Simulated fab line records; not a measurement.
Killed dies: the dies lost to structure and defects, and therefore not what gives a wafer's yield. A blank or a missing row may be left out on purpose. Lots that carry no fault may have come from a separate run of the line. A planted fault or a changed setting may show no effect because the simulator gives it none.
fab line records    flow rit-cmos
record lots=15  wafers=45  last-day=7
route steps=202 shown FOX2@23 GATE@93 NLDD@109 NSD@140
lots untouched by any fault: they come from a run of this same line in which no faults occurred
start-h: the number of hours between the record's first day and the start of the first shown wafer of the lot    wait-h: time in hours since the lot's previous step    " as in the row above    L1.1+2: a single row standing in for several wafers    - value missing, or start not given    * or withheld: withheld    < > ~ a bound
route shown NAME@n: names a module that has steps shown in the file, with the first one's number in the route    usual: mean and standard deviation over wafers with no fault    same: alike in all rows    chamber/n: place in a boat    sites: the reading at each site    _std_site: standard deviation across them    _edge_site: inner sites' mean taken away from outer sites' mean    radius-mm: how far each site lies from the wafer's centre    mask NAME#n: copy n    behind: the most recent tool/chamber to have shaped the wafer    hold: reason for holding the lot/hours on hold/outcome of the hold    device: the n, p or np transistor that did not switch    end of line: at the end of the route, the tests of the same wafers    a step given without rows: its recipe and nothing more    killed: at the first sort, the dies lost to defects and structure; wafer yield is something else    map: a wafer's dies, x killed, . not, _ none there
set.NAME: the setting as run; set.NAME@STEP: as run at that earlier step    model.NAME: the simulator's own value behind a step, which no gauge read
a sample of lots followed through the steps of the route, with each step as a table and each wafer as a row
services: the hour from which a tool's chamber was out of use, counted from the record's first day as start-h (under 0 if before that day), plus the number of hours and why
## steps
# step RIT_FOX2_OXIDATION_00
# recipe temp-c=1100  ambient=H2O  target-thk-a=3507  p-h2o-torr=720  ox-time-s=1130
# usual ox-temp-c=1100.0/0.47  ox-temp-c-max=1103.4/0.78  zone-power-load-pct=46/4.4
lot.wafer  tool        chamber  start-h  wait-h  ox-temp-c  ox-temp-c-max  zone-power-load-pct
L947.1     furnace-01  0        18.03    0.0     1100.3     1105.0         46
L947.4     "           0        "        "       1100.1     1102.5         47
L947.5     "           0        "        "       1099.8     1102.1         47
L949.2     furnace-03  0        28.99    0.0     1099.6     1103.3         41
L949.3     "           0        "        "       1099.3     1102.7         41
L949.5     "           0        "        "       1100.0     1103.2         40
L950.1     furnace-04  0        34.41    0.5     1099.7     1103.2         52
L950.3     "           0        "        "       1100.4     1104.8         52
L950.4     "           0        "        "       1100.4     1104.2         52
L951.2     furnace-04  0        43.60    1.4     1099.4     1102.3         51
L951.4     "           0        "        "       1099.5     1102.4         51
L951.6     "           0        "        "       1099.2     1103.1         52
L953.2     furnace-03  0        51.64    1.5     1100.7     1104.6         41
L953.4     "           0        "        "       1100.3     1103.1         41
L953.5     "           0        "        "       1100.3     1103.6         41
L955.1     furnace-03  0        59.67    1.1     1099.9     1103.3         40
L955.3     "           0        "        "       1100.4     1105.5         40
L955.5     "           0        "        "       1100.1     1102.9         41
L956.2     furnace-03  0        65.10    0.1     1100.3     1104.2         40
L956.4     "           0        "        "       1099.4     1102.3         41
L956.5     "           0        "        "       1100.4     1104.8         41
L958.2     furnace-01  -        74.38    0.0     -          -              -
L958.4     "           -        "        "       -          -              -
L958.5     "           -        "        "       -          -              -
L959.1     furnace-04  -        79.32    0.7     -          -              -
L959.4     "           -        "        "       -          -              -
L959.5     "           -        "        "       -          -              -
L960.2     furnace-04  -        83.81    0.0     -          -              -
L960.3     "           -        "        "       -          -              -
L960.5     "           -        "        "       -          -              -
L961.2     furnace-04  0        91.80    0.8     1099.9     1105.1         52
L961.3     "           0        "        "       1100.6     1103.8         51
L961.4     "           0        "        "       1099.9     1103.5         52
L962.1     furnace-01  0        96.27    0.0     1099.8     1102.3         46
L962.5     "           0        "        "       1099.6     1102.5         47
L962.6     "           0        "        "       1100.8     1104.0         46
L968.1     furnace-03  0        124.12   0.0     1100.4     1103.9         41
L968.3     "           0        "        "       1100.8     1103.8         40
L968.4     "           0        "        "       1100.3     1103.4         41
L969.1     furnace-04  0        129.25   1.0     1099.8     1103.0         52
L969.2     "           0        "        "       1100.6     1104.2         51
L969.4     "           0        "        "       1098.8     1101.7         53
L970.2     furnace-01  0        135.13   0.6     1100.4     1103.8         47
L970.5     "           0        "        "       1100.4     1103.1         46
L970.6     "           0        "        "       1100.3     1103.4         46
# step RIT_GATE_OVL_MEAS_17
# usual GATE_OVL=-0.3/1.1
lot.wafer  tool        chamber  start-h  wait-h  GATE_OVL[nm]
L947.1     overlay-02  -        38.68    0.1     0.7
L947.4     "           -        "        "       1.1
L947.5     "           -        "        "       0.2
L949.2     overlay-01  -        51.23    0.1     1.1
L949.3     "           -        "        "       0.8
L949.5     "           -        "        "       -0.7
L950.1     overlay-02  -        59.98    0.1     1.2
L950.3     "           -        "        "       0.4
L950.4     "           -        "        "       0.5
L951.2     overlay-01  -        63.26    0.1     -1.6
L951.4     "           -        "        "       -0.6
L951.6     "           -        "        "       -1.2
L953.2     overlay-01  -        72.76    0.1     0.5
L953.4     "           -        "        "       0.8
L953.5     "           -        "        "       0.6
L955.1     overlay-02  -        83.87    0.1     -0.8
L955.3     "           -        "        "       -0.1
L955.5     "           -        "        "       -0.9
L956.2     overlay-02  -        85.78    0.1     -0.1
L956.4     "           -        "        "       -0.7
L956.5     "           -        "        "       -0.5
L961.2     overlay-01  -        114.02   0.1     0.7
L961.3     "           -        "        "       1.8
L961.4     "           -        "        "       0.4
L962.1     overlay-01  -        115.98   0.1     -0.3
L962.5     "           -        "        "       -1.6
L962.6     "           -        "        "       -1.5
L968.1     overlay-02  -        145.62   0.1     0.1
L968.3     "           -        "        "       -1.5
L968.4     "           -        "        "       -1.7
L969.1     overlay-01  -        151.37   0.1     0.8
L969.2     "           -        "        "       0.1
L969.4     "           -        "        "       0.4
L970.2     overlay-02  -        154.05   0.1     -0.7
L970.5     "           -        "        "       1.0
L970.6     "           -        "        "       0.7
# step RIT_NLDD_OVL_MEAS_06
# usual NLDD_OVL=0.1/1.4
lot.wafer  tool        chamber  start-h  wait-h  NLDD_OVL[nm]
L947.1     overlay-01  -        44.51    -       0.1
L947.4     "           -        "        "       -0.1
L947.5     "           -        "        "       2.4
L949.2     overlay-01  -        57.88    -       0.3
L949.3     "           -        "        "       2.1
L949.5     "           -        "        "       1.2
L950.1     overlay-02  -        64.50    -       -1.9
L950.3     "           -        "        "       -1.0
L950.4     "           -        "        "       -1.4
L951.2     overlay-01  -        68.31    -       -1.4
L951.4     "           -        "        "       -2.5
L951.6     "           -        "        "       -2.1
L953.2     overlay-01  -        77.23    -       -2.7
L953.4     "           -        "        "       0.5
L953.5     "           -        "        "       -2.9
L955.1     overlay-02  -        90.53    -       1.2
L955.3     "           -        "        "       0.3
L955.5     "           -        "        "       1.1
L956.2     overlay-01  -        90.65    -       -1.4
L956.4     "           -        "        "       -0.3
L956.5     "           -        "        "       -2.2
L961.2     overlay-01  -        118.43   -       0.8
L961.3     "           -        "        "       1.8
L961.4     "           -        "        "       0.6
L962.1     overlay-02  -        121.10   -       1.1
L962.5     "           -        "        "       -0.2
L962.6     "           -        "        "       0.0
L968.1     overlay-02  -        151.54   -       0.6
L968.3     "           -        "        "       -0.7
L968.4     "           -        "        "       -0.3
L969.1     overlay-01  -        155.95   -       -1.5
L969.2     "           -        "        "       -1.8
L969.4     "           -        "        "       -1.7
L970.2     overlay-01  -        159.01   -       -1.0
L970.5     "           -        "        "       0.2
L970.6     "           -        "        "       -1.1
# step RIT_NSD_STRIP_09
# recipe chemistry=O2  time-s=180  resist=NOVOLAK  platen-temp-c=withheld  power-w=500  pressure-mtorr=4000  o2-flow-sccm=4000
# usual drypump-motor-current-A=5.5/0.42
lot.wafer  tool             chamber  start-h  wait-h  drypump-motor-current-A  rf-hours-counter-h
L947.1     plasma-asher-01  0        50.32    0.1     4.8                      27
L947.4     "                1        "        "       5.9                      -
L947.5     "                1        "        "       5.9                      -
L949.2     plasma-asher-03  0        63.55    0.1     5.3                      41
L949.3     "                0        "        "       5.3                      -
L949.5     "                1        "        "       5.2                      -
L950.1     plasma-asher-02  1        70.46    0.1     6.0                      40
L950.3     "                0        "        "       5.7                      -
L950.4     "                1        "        "       6.0                      -
L951.2     plasma-asher-03  0        74.50    0.1     5.3                      43
L951.4     "                0        "        "       5.3                      -
L951.6     "                0        "        "       5.3                      -
L953.2     plasma-asher-02  0        82.89    0.1     5.7                      42
L953.4     "                1        "        "       6.0                      -
L953.5     "                1        "        "       6.0                      -
L955.1     plasma-asher-02  1        96.27    0.1     6.0                      43
L955.3     "                1        "        "       6.0                      -
L955.5     "                0        "        "       5.7                      -
L956.2     plasma-asher-03  1        98.31    0.1     5.2                      46
L956.4     "                0        "        "       5.3                      -
L956.5     "                0        "        "       5.3                      -
L961.2     plasma-asher-02  1        124.30   0.1     6.0                      47
L961.3     "                1        "        "       6.0                      -
L961.4     "                0        "        "       5.7                      -
L962.1     plasma-asher-03  1        127.80   0.1     5.2                      1
L962.5     "                0        "        "       5.3                      -
L962.6     "                1        "        "       5.2                      -
L968.1     plasma-asher-03  0        157.35   0.1     5.3                      3
L968.3     "                1        "        "       5.2                      -
L968.4     "                0        "        "       5.3                      -
L969.1     plasma-asher-01  0        162.02   0.1     4.8                      40
L969.2     "                1        "        "       5.9                      40
L969.4     "                0        "        "       4.8                      -
L970.2     plasma-asher-01  1        164.84   0.1     5.9                      40
L970.5     "                0        "        "       4.8                      -
L970.6     "                1        "        "       5.8                      -
## services
tool             chamber  start-h  hours  kind
furnace-03       -        35.74    7.0    pm
plasma-asher-02  -        67.06    1.2    repair
plasma-asher-03  -        107.08   5.2    repair
plasma-asher-03  -        112.27   9.0    pm
plasma-asher-03  0        112.27   9.0    vent-cycle
plasma-asher-03  1        112.27   9.0    vent-cycle
plasma-asher-03  0        121.27   -      clean
plasma-asher-03  1        121.27   -      clean
furnace-03       -        128.07   3.9    pm
furnace-03       -        160.12   3.6    pm
furnace-04       -        163.28   1.5    repair
## key
first-sign step=RIT_FOX2_OXIDATION_00  reading=tool-record  direction=missing
effect none on later readings
met-at RIT_FOX2_OXIDATION_00
struck-lots L958,L959,L960
later-rows-left-out L958.2,L958.4,L958.5,L959.1,L959.4,L959.5,L960.2,L960.3,L960.5
sort-left-out L958.2,L958.4,L958.5,L959.1,L959.4,L959.5,L960.2,L960.3,L960.5
tester-left-out L958,L959,L960
not-acting-at RIT_GATE_OVL_MEAS_17,RIT_NLDD_OVL_MEAS_06,RIT_NSD_STRIP_09
onset-between 43.60 74.38
fault kind=skipped-step-whole  tool=furnace-01,furnace-04  chamber=-  onset-h=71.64  steps=RIT_FOX2_OXIDATION_00  scope=struck-lots-only
# tester-left-out: of these lots the tester's yield and bins aren't shown, on N5 and GAA mostly nor the transistor test; their killed dies are dies lost to structure and defects alone, not to doping, threshold or leakage, so they don't give the yield
# sort-left-out: the simulated sort isn't trusted on such a fault, so these wafers' sort isn't shown, and their yield isn't known
# later-rows-left-out: the simulator's readings of these wafers behind a module that went badly wrong aren't trusted and aren't shown, but for the sort
